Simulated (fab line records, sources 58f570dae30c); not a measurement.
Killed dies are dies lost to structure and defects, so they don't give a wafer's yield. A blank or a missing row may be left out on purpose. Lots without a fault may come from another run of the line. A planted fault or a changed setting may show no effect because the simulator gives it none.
Which tool did it? | flow berkeley_cmos170 | 14 lots, 42 wafers sampled, at 6 steps of a route of 331

WHAT THE GAUGES READ, wafer by wafer
UCB170_START_THK_MEAS_03. Usual: START_OXIDE_THK 19.9 nm, standard deviation 0.51.
lot  | measured    | on            | START_OXIDE_THK (nm) | flag
L293 | day 1 14:50 | film_metro-03 | 20.0 20.1 20.1       |
L294 | day 1 20:35 | film_metro-04 | 20.1 20.2 20.3       |
L295 | day 2 01:33 | film_metro-01 | 20.2 20.3 20.5       |
L296 | day 2 05:10 | film_metro-01 | 20.6 20.9 20.8       |
L297 | day 2 11:25 | film_metro-01 | 19.6 20.0 19.8       |
L298 | day 3 00:01 | film_metro-03 | 20.5 20.6 20.7       |
L300 | day 3 00:01 | film_metro-01 | 20.7 20.8 20.4       |
L302 | day 3 18:39 | film_metro-03 | 20.0 20.0 19.5       |
L301 | day 3 18:40 | film_metro-01 | 19.3 19.2 19.5       |
L306 | day 4 08:59 | film_metro-04 | 19.4 19.6 19.5       |
L308 | day 4 17:46 | film_metro-04 | 19.8 20.3 19.8       |
L311 | day 5 06:33 | film_metro-04 | 19.1 19.2 19.2       |
L314 | day 6 01:48 | film_metro-04 | 20.1 20.1 20.2       |
L316 | day 6 11:41 | film_metro-04 | 19.3 19.6 19.1       |

UCB170_NSD_TW_MEAS_10. Usual: NSD_TW 4186, standard deviation 23.
lot  | measured     | on            | NSD_TW         | flag
L293 | day 8 18:55  | film_metro-04 | 4155 4175 4176 |
L294 | day 9 03:23  | film_metro-01 | 4224 4207 4211 |
L295 | day 9 03:41  | film_metro-01 | 4201 4199 4205 |
L296 | day 9 17:50  | film_metro-03 | 4164 4179 4198 |
L297 | day 10 14:13 | film_metro-04 | 4158 4139 4128 |
L298 | day 10 13:21 | film_metro-01 | 4227 4204 4202 |
L300 | day 10 13:55 | film_metro-04 | 4160 4134 4174 |
L302 | day 11 04:09 | film_metro-01 | 4195 4222 4208 |
L301 | day 11 03:57 | film_metro-04 | 4183 4176 4151 |
L306 | day 11 15:57 | film_metro-01 | 3757 3767 3767 | OFF
L308 | day 11 15:13 | film_metro-03 | 3755 3776 3772 | OFF
L311 | day 12 01:55 | film_metro-01 | 4167 4161 4190 |
L314 | day 12 21:27 | film_metro-01 | 4166 4179 4163 |
L316 | day 13 07:52 | film_metro-01 | 4203 4209 4224 |

UCB170_SDANNEAL_RS_MEAS_03: measures by four-point-probe. Usual: NSD_RS 37.27 ohm/sq, standard deviation 0.099.
lot  | measured     | on            | NSD_RS (ohm/sq)   | flag
L293 | day 8 20:09  | film_metro-03 | 37.20 37.24 37.25 |
L294 | day 9 04:41  | film_metro-03 | 37.39 37.27 37.33 |
L295 | day 9 05:08  | film_metro-01 | 37.32 37.30 37.38 |
L296 | day 9 19:05  | film_metro-04 | 37.30 37.39 37.32 |
L297 | day 10 15:43 | film_metro-03 | 37.40 37.36 37.29 |
L298 | day 10 14:49 | film_metro-01 | 37.15 37.15 37.18 |
L300 | day 10 15:16 | film_metro-04 | 37.35 37.54 37.31 |
L302 | day 11 05:48 | film_metro-03 | 37.25 37.25 37.32 |
L301 | day 11 05:14 | film_metro-01 | 37.21 37.13 37.27 |
L306 | day 11 17:50 | film_metro-03 | 42.68 42.57 42.67 | OFF
L308 | day 11 17:02 | film_metro-04 | 42.88 42.83 42.90 | OFF
L311 | day 12 03:32 | film_metro-03 | 37.13 37.19 37.40 |
L314 | day 12 23:37 | film_metro-04 | 37.35 37.55 37.28 |
L316 | day 13 12:38 | film_metro-01 | 37.18 37.28 37.33 |

WHICH TOOL RAN EACH LOT (tool, then ch and the chambers of the sampled wafers, then the start)
lot  | UCB170_ZERO_STRIP_07                | UCB170_NSD_IMPLANT_08           | UCB170_NSD_STRIP_09
L293 | plasma_asher-04 ch 0,1, day 1 20:46 | implanter-01 ch 0, day 8 18:40  | plasma_asher-01 ch 0,1, day 8 18:49
L294 | plasma_asher-04 ch 0,1, day 2 03:52 | implanter-01 ch 0, day 9 03:08  | plasma_asher-02 ch 0,1, day 9 03:17
L295 | plasma_asher-04 ch 0,1, day 2 05:19 | implanter-03 ch 0, day 9 03:26  | plasma_asher-04 ch 0,1, day 9 03:35
L296 | plasma_asher-03 ch 0,1, day 2 11:27 | implanter-04 ch 0, day 9 17:36  | plasma_asher-01 ch 0,1, day 9 17:44
L297 | plasma_asher-03 ch 0,1, day 3 03:53 | implanter-01 ch 0, day 10 13:58 | plasma_asher-01 ch 0,1, day 10 14:07
L298 | plasma_asher-01 ch 0,1, day 3 03:57 | implanter-04 ch 0, day 10 13:08 | plasma_asher-04 ch 0,1, day 10 13:16
L300 | plasma_asher-01 ch 0,1, day 3 04:19 | implanter-01 ch 0, day 10 13:42 | plasma_asher-02 ch 0,1, day 10 13:50
L302 | plasma_asher-01 ch 0,1, day 4 04:11 | implanter-04 ch 0, day 11 03:54 | plasma_asher-02 ch 0,1, day 11 04:03
L301 | plasma_asher-01 ch 0,1, day 4 04:33 | implanter-03 ch 0, day 11 03:43 | plasma_asher-04 ch 0,1, day 11 03:50
L306 | plasma_asher-01 ch 0,1, day 4 13:07 | implanter-03 ch 0, day 11 15:42 | plasma_asher-02 ch 0,1, day 11 15:51
L308 | plasma_asher-03 ch 0,1, day 5 06:16 | implanter-03 ch 0, day 11 14:59 | plasma_asher-02 ch 0,1, day 11 15:06
L311 | plasma_asher-03 ch 0,1, day 5 16:52 | implanter-04 ch 0, day 12 01:41 | plasma_asher-04 ch 1, day 12 01:49
L314 | plasma_asher-03 ch 0,1, day 6 09:10 | implanter-01 ch 0, day 12 21:12 | plasma_asher-04 ch 0,1, day 12 21:21
L316 | plasma_asher-04 ch 0,1, day 6 18:01 | implanter-01 ch 0, day 13 07:37 | plasma_asher-01 ch 0,1, day 13 07:46
- UCB170_ZERO_STRIP_07: strips in O2.
- UCB170_NSD_IMPLANT_08
- UCB170_NSD_STRIP_09: strips in O2.

WHAT THE TOOLS THEMSELVES READ (means of the sampled wafers that have a number; where no wafer has one, the mark that the record gives instead)
UCB170_ZERO_STRIP_07. Usual: drypump_motor_current_A 6.2 A, standard deviation 0.42; o2_flow_sccm 400.1 sccm, standard deviation 1.2; oes_product_au 0.727 a.u., standard deviation 0.0043; strip_time_to_endpoint_s 21.47 s, standard deviation 0.057.
lot  | tool            | drypump_motor_current_A (A) | o2_flow_sccm (sccm) | oes_product_au (a.u.) | strip_time_to_endpoint_s (s) | flag
L293 | plasma_asher-04 | 5.8                         | 400.0               | 0.727                 | 21.49                        |
L294 | plasma_asher-04 | 5.8                         | 400.6               | 0.730                 | 21.47                        |
L295 | plasma_asher-04 | 5.8                         | 400.7               | 0.729                 | 21.47                        |
L296 | plasma_asher-03 | 6.5                         | 400.2               | 0.730                 | 21.46                        |
L297 | plasma_asher-03 | 6.5                         | 399.8               | 0.728                 | 21.41                        |
L298 | plasma_asher-01 | 6.1                         | 400.0               | 0.733                 | 21.49                        |
L300 | plasma_asher-01 | 6.2                         | 399.9               | 0.726                 | 21.52                        |
L302 | plasma_asher-01 | 6.1                         | 400.2               | 0.726                 | 21.54                        |
L301 | plasma_asher-01 | 6.2                         | 399.8               | 0.731                 | 21.50                        |
L306 | plasma_asher-01 | 6.1                         | 399.4               | 0.728                 | 21.47                        |
L308 | plasma_asher-03 | 6.3                         | 400.9               | 0.728                 | 21.51                        |
L311 | plasma_asher-03 | 6.6                         | 400.4               | 0.725                 | 21.55                        |
L314 | plasma_asher-03 | 6.3                         | 399.4               | 0.727                 | 21.40                        |
L316 | plasma_asher-04 | 6.2                         | 399.5               | 0.728                 | 21.51                        |

UCB170_NSD_IMPLANT_08. Usual: beam_energy_keV 39.999, standard deviation 0.012.
lot  | tool         | beam_energy_keV | flag
L293 | implanter-01 | 39.992          |
L294 | implanter-01 | 39.995          |
L295 | implanter-03 | 40.022          |
L296 | implanter-04 | 40.002          |
L297 | implanter-01 | 40.012          |
L298 | implanter-04 | 40.004          |
L300 | implanter-01 | 39.988          |
L302 | implanter-04 | 40.018          |
L301 | implanter-03 | 39.969          |
L306 | implanter-03 | 26.805          | OFF
L308 | implanter-03 | 26.799          | OFF
L311 | implanter-04 | 40.010          |
L314 | implanter-01 | 39.999          |
L316 | implanter-01 | 39.996          |

UCB170_NSD_STRIP_09. Usual: drypump_motor_current_A 6.0 A, standard deviation 0.55; o2_flow_sccm 400.0 sccm, standard deviation 1.1; oes_product_au 0.534 a.u., standard deviation 0.0045; strip_time_to_endpoint_s 35.83 s, standard deviation 0.066.
lot  | tool            | drypump_motor_current_A (A) | o2_flow_sccm (sccm) | oes_product_au (a.u.) | strip_time_to_endpoint_s (s) | flag
L293 | plasma_asher-01 | 6.1                         | 400.1               | 0.534                 | 35.76                        |
L294 | plasma_asher-02 | 5.7                         | 399.8               | 0.536                 | 35.80                        |
L295 | plasma_asher-04 | 6.2                         | 399.5               | 0.536                 | 35.78                        |
L296 | plasma_asher-01 | 6.2                         | 399.3               | 0.539                 | 35.95                        |
L297 | plasma_asher-01 | 6.1                         | 400.7               | 0.539                 | 35.75                        |
L298 | plasma_asher-04 | 5.7                         | 398.9               | 0.535                 | 35.84                        |
L300 | plasma_asher-02 | 6.2                         | 398.4               | 0.536                 | 35.78                        |
L302 | plasma_asher-02 | 5.7                         | 400.3               | 0.528                 | 35.85                        |
L301 | plasma_asher-04 | 5.8                         | 400.4               | 0.534                 | 35.84                        |
L306 | plasma_asher-02 | 6.1                         | 401.0               | 0.584                 | 31.12                        | OFF
L308 | plasma_asher-02 | 6.1                         | 399.3               | 0.577                 | 31.05                        | OFF
L311 | plasma_asher-04 | 5.4                         | 400.4               | 0.532                 | 35.84                        |
L314 | plasma_asher-04 | 6.2                         | 398.7               | 0.539                 | 35.88                        |
L316 | plasma_asher-01 | 6.1                         | 399.7               | 0.536                 | 35.75                        |

THE ANSWER, worked out from the rows above alone
Rule: a lot is off if the mean of its wafers that have a number lies more than 3 standard deviations from the usual mean. A lot without any number at a reading at which 4 lots or more have one is off too. The other lots that the step has rows for count as sound. The gauges are gone through in route order, then the tools' own readings, and for those a lot's mean is taken as printed above. The first step at which some lot is off is used, and at that step the reading that is off furthest; a lot without a number counts as furthest.
Off: L306, L308, at UCB170_NSD_TW_MEAS_10 (NSD_TW).
A tool fits if, at a process step before that reading, it ran every lot that is off, and no sound lot after the first of them. The gauges at UCB170_NSD_TW_MEAS_10 aren't tried: what is off there is off at UCB170_NSD_IMPLANT_08 too, on other tools, and a gauge's error can't cause that. Can't be told from this: 2 tools fit, implanter-03 at UCB170_NSD_IMPLANT_08, plasma_asher-02 at UCB170_NSD_STRIP_09.

WHAT THE SIMULATOR HAD PUT IN
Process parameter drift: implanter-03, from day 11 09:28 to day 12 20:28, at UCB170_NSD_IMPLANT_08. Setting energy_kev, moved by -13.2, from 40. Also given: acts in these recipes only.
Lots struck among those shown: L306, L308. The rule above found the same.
